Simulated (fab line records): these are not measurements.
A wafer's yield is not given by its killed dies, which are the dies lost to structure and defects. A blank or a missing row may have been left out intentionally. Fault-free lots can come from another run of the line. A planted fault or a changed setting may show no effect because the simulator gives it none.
Split-lot study    flow berkeley_cmos170    23 wafers read from 5 lots, route of 331 steps

## THE SPLIT ITSELF
At UCB170_PWELL_PEB_11, the setting peb_temp_c was moved away from the recipe's 130 C on 8 of the 23 wafers read, by -2.5% to +2.0%. For the rest of the wafers, this setting stayed at what the recipe calls for.

## FROM THE SPLIT TO THE READING: what the file shows between them, 1 step
- UCB170_PWELL_DEVELOP_12: develop time 45 s

## THE READING
PWELL.cd_nm (the simulator's own value, which no gauge read), in nm, at UCB170_PWELL_ETCH_14 (etches Si3N4 in CH3F/Ar/O2, stops on SiO2, target depth 242 nm, time 151 s). The file gives no usual value for it. The 15 wafers here that ran the recipe average 3000 nm, standard deviation 1.3 nm.

wafer   tool, chamber at the split  peb_temp_c as run, C  against the recipe  PWELL.cd_nm, nm  against lot-mates on the recipe
L074.1  litho_track-01, 0           131.9                 +1.5%               3011             +13
L074.2  litho_track-01, 0           131.9                 +1.5%               3011             +13
L074.3  litho_track-01, 0           130                   recipe              2998             -
L074.4  litho_track-01, 0           130                   recipe              2999             -
L074.6  litho_track-01, 0           130                   recipe              2998             -
L076.1  litho_track-02, 0           130                   recipe              2999             -
L076.3  litho_track-02, 0           130                   recipe              2999             -
L076.4  litho_track-02, 0           132.6                 +2.0%               3013             +14
L076.5  litho_track-02, 0           132.6                 +2.0%               3015             +16
L076.6  litho_track-02, 0           130                   recipe              2998             -
L082.1  litho_track-02, 0           130                   recipe              3000             -
L082.3  litho_track-02, 0           130                   recipe              2999             -
L082.4  litho_track-02, 0           130                   recipe              2999             -
L083.1  litho_track-02, 0           127.8                 -1.7%               2984             -16
L083.2  litho_track-02, 0           130                   recipe              2999             -
L083.4  litho_track-02, 0           130                   recipe              3000             -
L083.5  litho_track-02, 0           130                   recipe              3000             -
L083.6  litho_track-02, 0           127.8                 -1.7%               2984             -16
L084.1  litho_track-02, 0           130                   recipe              3002             -
L084.2  litho_track-02, 0           130                   recipe              3002             -
L084.3  litho_track-02, 0           126.7                 -2.5%               2976             -26
L084.4  litho_track-02, 0           130                   recipe              3001             -
L084.5  litho_track-02, 0           126.7                 -2.5%               2976             -26

THE FIT
A straight line over all 23 wafers: PWELL.cd_nm changes by +8.5 nm for each +1% of peb_temp_c; r = +0.99; the points scatter about the line by 1.4 nm.
The same after taking each lot's own level away (the mean of its wafers on the recipe; 23 wafers): +9.09 nm for each +1%; r = +0.99; scatter 1.2 nm.
On that fit, the largest move of peb_temp_c shifts the reading by 23 nm.
Measured against the standard deviation above, the lots' own levels, which go from 2998.3 to 3001.7 nm, span 2.6 times it.
Hence the lot-to-lot level has little effect on the slope; both slopes agree.
Check: with one of the wafers moved furthest among these (-2.5%) left out of the fit, the line predicts -23 nm for it against its lot-mates. Against them it came out at -25.7 nm.

## OTHER SPLITS ON THESE WAFERS
Before the reading, these wafers also passed through other splits. Each is held against what the fit with the lots' levels taken away leaves over:
other split on the same wafers       wafers away from the commonest value  r with PWELL.cd_nm (lot level and that fit taken away)
UCB170_ZERO_COAT_01 spin_rpm         8                                     +0.14
UCB170_NWELL_OXIDATION_01 ox_time_s  18                                    -0.09
UCB170_PWELL_OXIDATION_02 temp_c     15                                    +0.17

## THE WHOLE CHAIN: every reading that the file lists as answering this split, in the file's order
step                     what it does                                                                reading                                                       change (the file's fit)               r (the file's)
UCB170_PWELL_DEVELOP_12  develop time 45 s                                                           PWELL.cd_nm (the simulator's own value, which no gauge read)  +9.17 nm for each +1% of the setting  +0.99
UCB170_PWELL_ETCH_14     etches Si3N4 in CH3F/Ar/O2, stops on SiO2, target depth 242 nm, time 151 s  PWELL.cd_nm (the simulator's own value, which no gauge read)  +9.14 nm for each +1% of the setting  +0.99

## FILE'S OWN FIT
PWELL.cd_nm changes by +9.14 nm for each +1% of peb_temp_c, r = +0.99.
